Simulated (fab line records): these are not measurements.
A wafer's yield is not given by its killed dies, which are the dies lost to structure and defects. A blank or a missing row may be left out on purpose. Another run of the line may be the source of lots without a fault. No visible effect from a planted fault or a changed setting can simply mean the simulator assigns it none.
A lot that was struck, set against a sound lot	flow rit_cmos	15 steps out of a route of 202
Sound: wafers L348.3, L348.4, L348.5. Wafers L358.3, L358.4, L358.6 were the ones struck. The cause is given at the end.
Per side, at each step with rows, come the tool, then ch with its chambers, and then its first start. Under that, the readings that differ: sound wafers	struck wafers	difference of the means	sigmas: that difference in standard deviations of wafers without a fault.
alike: a reading whose means differ by less than 2 such deviations, as well as words and numbers matching on both sides. not compared: withheld readings; readings where some wafer has no value; bounds like >300 that might hide an equal value; numbers whose values overlap and for which the record gives no deviation.
A row with sigmas, a row that says differs or no value, or rows on one side alone: a step with any of these is where the two part. Numbers that don't overlap but have no deviation are shown without sigmas and don't part them. A reading that every wafer of one side lacks parts them only if that side has two wafers or more.

first, 2 steps without rows for these wafers: RIT_SPACER_CLEAN_02 (cleans in SC2, time 600 s); RIT_SPACER_CVD_03 (deposits Si3N4 from SiH2Cl2/NH3, target thk 250 nm, time 3300 s).
RIT_SPACER_THK_MEAS_04:
  struck on film_metro-01, day 7 02:35; sound on film_metro-01, day 5 00:15
reading	sound	struck	difference	sigmas
SPACER_NITRIDE_THK (nm)	249.2 249.9 249.4	243.6 245.8 242.7	-5.5	-2
RIT_SPACER_ETCHBACK_05: etches Si3N4 in SF6/CHF3, stops on SiO2, target depth 250 nm, time 240 s.
  sound on rie_diel-03 ch 0,1,3, day 5 00:17; struck on rie_diel-02 ch 0,2,3, day 7 02:38
  alike: drypump_motor_current_A, oes_product_au, throttle_valve_pct
  not compared: rf_hours_counter_h
then, 6 steps without rows for these wafers: RIT_NSD_HMDS_00 (prime time 60 s); RIT_NSD_COAT_01 (resist thk 1000 nm); RIT_NSD_SOFTBAKE_02 (time 60 s); RIT_NSD_EXPOSE_03 (exposes mask M9, target cd 40700 nm); RIT_NSD_PEB_04; RIT_NSD_DEVELOP_05 (develop time 50 s).
RIT_NSD_OVL_MEAS_06:
  struck on overlay-02, day 7 03:46; sound on overlay-01, day 5 01:19
  alike: NSD_OVL
then, 1 step without rows for these wafers: RIT_NSD_HARDBAKE_07 (time 60 s).
RIT_NSD_IMPLANT_08:
  sound on implanter-03 ch 0, day 5 01:32; struck on implanter-03 ch 0, day 7 03:59
reading	sound	struck	difference	sigmas
beam_energy_keV	24.998 25.001 25.009	23.568 23.578 23.572	-1.430	-99 or more
model.implant.rp_nm (nm)	32.06 32.06 32.06	30.97 30.97 30.97	-1.09	
model.implant.drp_nm (nm)	14.84 14.84 14.84	14.32 14.32 14.32	-0.52	
  alike: tilt_deg
RIT_NSD_STRIP_09: strips in O2, time 180 s.
  sound on plasma_asher-02 ch 0,1, day 5 01:41; struck on plasma_asher-04 ch 0,1, day 7 04:09
  alike: drypump_motor_current_A
  not compared: rf_hours_counter_h
RIT_M1_PROBE_99:
  struck on prober-02, day 7 13:39; sound on prober-02, day 5 11:28
reading	sound	struck	difference	sigmas
model.etest.contact_nplus.end_ohm_um	40.38 40.72 38.99	44 44.55 43.22	+4	
  alike: killed_at_contacts, killed_at_front_end, killed_dies, killed_open, killed_short

## WHERE THEY PART
First at RIT_SPACER_THK_MEAS_04; last, within this record, at RIT_NSD_IMPLANT_08. Later steps at which nothing parts them and some readings are alike: RIT_NSD_STRIP_09, RIT_M1_PROBE_99.

WHY: the cause the simulator had injected
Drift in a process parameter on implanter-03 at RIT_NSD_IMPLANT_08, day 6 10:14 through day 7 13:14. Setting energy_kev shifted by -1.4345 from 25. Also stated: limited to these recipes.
